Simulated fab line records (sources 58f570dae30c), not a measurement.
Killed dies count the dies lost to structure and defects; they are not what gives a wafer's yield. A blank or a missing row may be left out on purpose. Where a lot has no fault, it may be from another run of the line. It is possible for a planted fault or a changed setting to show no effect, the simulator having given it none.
The tool behind it: which one? | flow berkeley-cmos170 | 13 lots, 39 wafers sampled, at 1 step of a route of 331

WHAT EACH GAUGE READ, for each wafer
UCB170_SILICIDE_THK_MEAS_03: measures by xrf. Usual: SILICIDE_TI_THK typically reads 29.6 nm, with standard deviation 0.4.
lot  | measured     | on            | SILICIDE_TI_THK (nm) | flag
L342 | day 5 23:02  | film-metro-03 | 29.4 28.9 29.7       |
L343 | day 6 23:29  | film-metro-04 | 29.8 29.4 29.6       |
L345 | day 7 08:29  | film-metro-03 | 29.8 29.4 29.7       |
L347 | day 7 08:49  | film-metro-03 | 29.4 29.6 29.9       |
L348 | day 8 01:38  | film-metro-03 | 29.4 29.9 29.3       |
L349 | day 8 12:10  | film-metro-04 | 29.6 29.8 29.9       |
L352 | day 9 02:13  | film-metro-04 | 29.7 30.1 29.9       |
L353 | day 9 14:51  | film-metro-03 | 29.1 29.0 29.2       |
L358 | day 10 08:30 | film-metro-04 | 29.4 29.6 29.4       |
L359 | day 10 12:33 | film-metro-01 | 29.7 30.1 29.1       |
L360 | day 10 23:13 | film-metro-01 | 29.0 29.4 29.1       |
L365 | day 11 13:29 | film-metro-03 | 29.5 29.5 29.2       |
L364 | day 11 13:52 | film-metro-04 | 30.2 29.7 29.7       |

WHAT TOOL EACH LOT RAN ON (gives the tool, then ch and the chambers of the sampled wafers, and finally the start)
The record holds no process step before these readings.

AS READ BY THE TOOLS THEMSELVES (means over the sampled wafers that have a number; for cases with no such wafer, the mark the record gives instead)
The record holds no such reading with a usual standard deviation.

THE ANSWER, worked out from the rows above alone
Rule: a lot is off if the mean of its wafers that have a number lies more than 3 standard deviations from the usual mean. A lot without any number at a reading at which 4 lots or more have one is off too. Any other lot the step has rows for is counted as sound. Order of review: gauges by route order, followed by the tools' own readings, for which a lot's mean as printed above is used. The first step at which some lot is off is used, and at that step the reading that is off furthest; a lot without a number counts as furthest.
No lot is off at any reading shown: from this, nothing can be told.

WHAT WAS PUT IN BY THE SIMULATOR
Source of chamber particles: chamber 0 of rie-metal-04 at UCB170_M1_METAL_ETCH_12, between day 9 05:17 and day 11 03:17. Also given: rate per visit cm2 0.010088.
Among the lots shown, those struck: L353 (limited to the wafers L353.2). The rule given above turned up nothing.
